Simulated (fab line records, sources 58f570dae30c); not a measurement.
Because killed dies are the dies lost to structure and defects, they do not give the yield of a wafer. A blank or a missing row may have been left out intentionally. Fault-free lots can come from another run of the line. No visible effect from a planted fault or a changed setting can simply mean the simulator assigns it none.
8D (eight disciplines) problem report, filled in by code || flow berkeley-cmos170 || the parts of the form that need people (team, actions taken, sign-off) are left out

1. THE ISSUE
Wafers free of any fault read 0.0321 ohm/sq (standard deviation 0.00038) for M3_AL_RS at UCB170_M3_RS_MEAS_02, against a mean of 0.0437 ohm/sq on 6 wafers of 2 lots. Relative to the usual mean, that is a shift of +31 standard deviations.
The step: measures by four-point-probe.
Earliest sighting: wafer L353.3 on film-metro-03 at day 11 19:35. Wafers with a number at this step in the record: 42, from 14 lots. The rule behind "out" and "out of limits": a value lying over 4 standard deviations away from the usual mean. The rest of the wafers with a number are treated as sound.

2. WHAT THIS IS AND IS NOT
{"question": "which readings at this step", "is": "M3_AL_RS", "is not": "-"}
{"question": "which lots", "is": "L353, L355", "is not": "L339, L341, L342, L343, L345, L346, L347, L348, L357, L359, L360, L361"}
{"question": "which wafers of those lots", "is": "all that have a number", "is not": "-"}
{"question": "read on which gauges", "is": "film-metro-03", "is not": "film-metro-01, film-metro-02"}
{"question": "when", "is": "from day 11 19:35", "is not": "up to then (24 sound wafers); but 12 sound wafers of L357, L359, L360, L361 came after"}

3. THE SUSPECTS, EACH WITH WHAT RULES IT OUT
Counting: a tool stays on the suspect list if, at a process step up to the reading, it processed all lots that are out and no sound lot following the first of them.
- the gauge at UCB170_M3_RS_MEAS_02: ruled out. All the wafers that are out were read on film-metro-03, but those of them that UCB170_M3_METAL_ETCH_18 has rows for are out there too, on other tools.
- pvd-sputter-02 at UCB170_M3_SPUTTER_01 (material Al, target thk 900 nm, time 120 s): kept. It ran every lot that is out, first L353 (day 11 19:28), and no sound lot after that; its last sound lot up to then is L347 (day 10 12:39).
The count leaves pvd-sputter-02 at UCB170_M3_SPUTTER_01.

4. THE CAUSE (what the simulator had put in)
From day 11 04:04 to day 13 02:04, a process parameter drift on pvd-sputter-02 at UCB170_M3_SPUTTER_01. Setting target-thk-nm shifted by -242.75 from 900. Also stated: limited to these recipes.
Counting left only this tool.

5. THE CHAIN OF EFFECTS, in route order
Rows list readings where the struck wafers' mean (over those with a number) sits beyond 3 standard deviations from the usual. Scope: only readings with a usual standard deviation given in the record; hours: median across lots of the time from each lot's start at the first step in this table that gives one to its start at this step; sigmas: change in usual standard deviations.
{"hours": 0, "step": "UCB170_M3_RS_MEAS_02", "reading": "M3_AL_RS", "usual": "0.0321 ohm/sq", "on struck wafers": 0.0437, "change": "+0.0116", "sigmas": "+31"}
{"hours": 3, "step": "UCB170_M3_THK_MEAS_03", "reading": "M3_AL_THK", "usual": "909 nm", "on struck wafers": 666, "change": -243, "sigmas": -22}
{"hours": 8, "step": "UCB170_M3_METAL_ETCH_18", "reading": "oes-product-au", "usual": "0.849 a.u.", "on struck wafers": 0.721, "change": -0.128, "sigmas": -13}
Its process steps:
- UCB170_M3_METAL_ETCH_18: etches Al in Cl2/BCl3, stops on SiO2, target depth 1170 nm, time 195 s.

6. HOW IT WOULD HAVE BEEN CAUGHT EARLIER
16 hours passed between the start of the fault at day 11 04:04 and the first reading out of limits at a measuring or inspecting step in this record, taken at day 11 19:35.
Tool readings at UCB170_M3_SPUTTER_01 with a usual standard deviation given in the record: none out on any struck wafer, hence no alarm at a limit of 4 standard deviations on them.
Among the 2 lots that are out, L355 began UCB170_M3_SPUTTER_01 on pvd-sputter-02 after day 11 19:35. Putting the tool on hold at that point would have spared it.
